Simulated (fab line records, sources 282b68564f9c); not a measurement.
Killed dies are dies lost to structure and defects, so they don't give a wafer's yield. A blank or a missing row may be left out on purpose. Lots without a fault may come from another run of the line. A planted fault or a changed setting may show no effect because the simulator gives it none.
Which tool did it? | flow rit_cmos | 6 lots, 18 wafers sampled, at 2 steps of a route of 202

WHAT THE GAUGES READ, wafer by wafer
RIT_GATE_CD_MEAS_16: target cd 150 nm.
lot  | measured    | on        | cd_nm (nm)
L877 | day 3 08:32 | cd_sem-01 | 148.7 150.0 148.7
L880 | day 3 23:29 | cd_sem-01 | 146.5 148.0 145.8
L883 | day 4 10:21 | cd_sem-02 | 162.0 162.3 161.9
L892 | day 6 04:13 | cd_sem-02 | 150.2 151.4 148.3
L894 | day 6 16:25 | cd_sem-01 | 152.5 150.2 152.4
L897 | day 7 10:51 | cd_sem-01 | 147.1 145.5 144.8

WHICH TOOL RAN EACH LOT (tool, then ch and the chambers of the sampled wafers, then the start)
lot  | RIT_GATE_EXPOSE_13
L877 | iline_stepper-01 ch 0, day 3 08:08
L880 | iline_stepper-02 ch 0, day 3 23:05
L883 | iline_stepper-01 ch 0, day 4 09:47
L892 | iline_stepper-02 ch 0, day 6 03:49
L894 | iline_stepper-02 ch 0, day 6 16:01
L897 | iline_stepper-01 ch 0, day 7 10:26
- RIT_GATE_EXPOSE_13: exposes mask M6, target cd 150 nm.

THE ANSWER, worked out from the rows above alone
Rule: what is usual is taken from the lots themselves. Put in order of their means at a reading, lots are off if they are a third of the lots or fewer, leave a main group of 4 or more, and stand apart from it by a gap of 3 or more times the standard deviation of the main group's means; of several such gaps the widest counts. A main group whose means are all the same, to the digits that the tables above print for the reading, isn't used. A lot without any number at a reading at which 4 lots or more have one is off too. The other lots that the step has rows for count as sound.
Off: L883, at RIT_GATE_CD_MEAS_16 (cd_nm). The main group: mean 148.7 nm, standard deviation 2.1.
A tool fits if, at a process step before that reading, it ran every lot that is off, and no sound lot after the first of them. The gauges at RIT_GATE_CD_MEAS_16 are tried like those tools. None of those tried fits.

WHAT THE SIMULATOR HAD PUT IN
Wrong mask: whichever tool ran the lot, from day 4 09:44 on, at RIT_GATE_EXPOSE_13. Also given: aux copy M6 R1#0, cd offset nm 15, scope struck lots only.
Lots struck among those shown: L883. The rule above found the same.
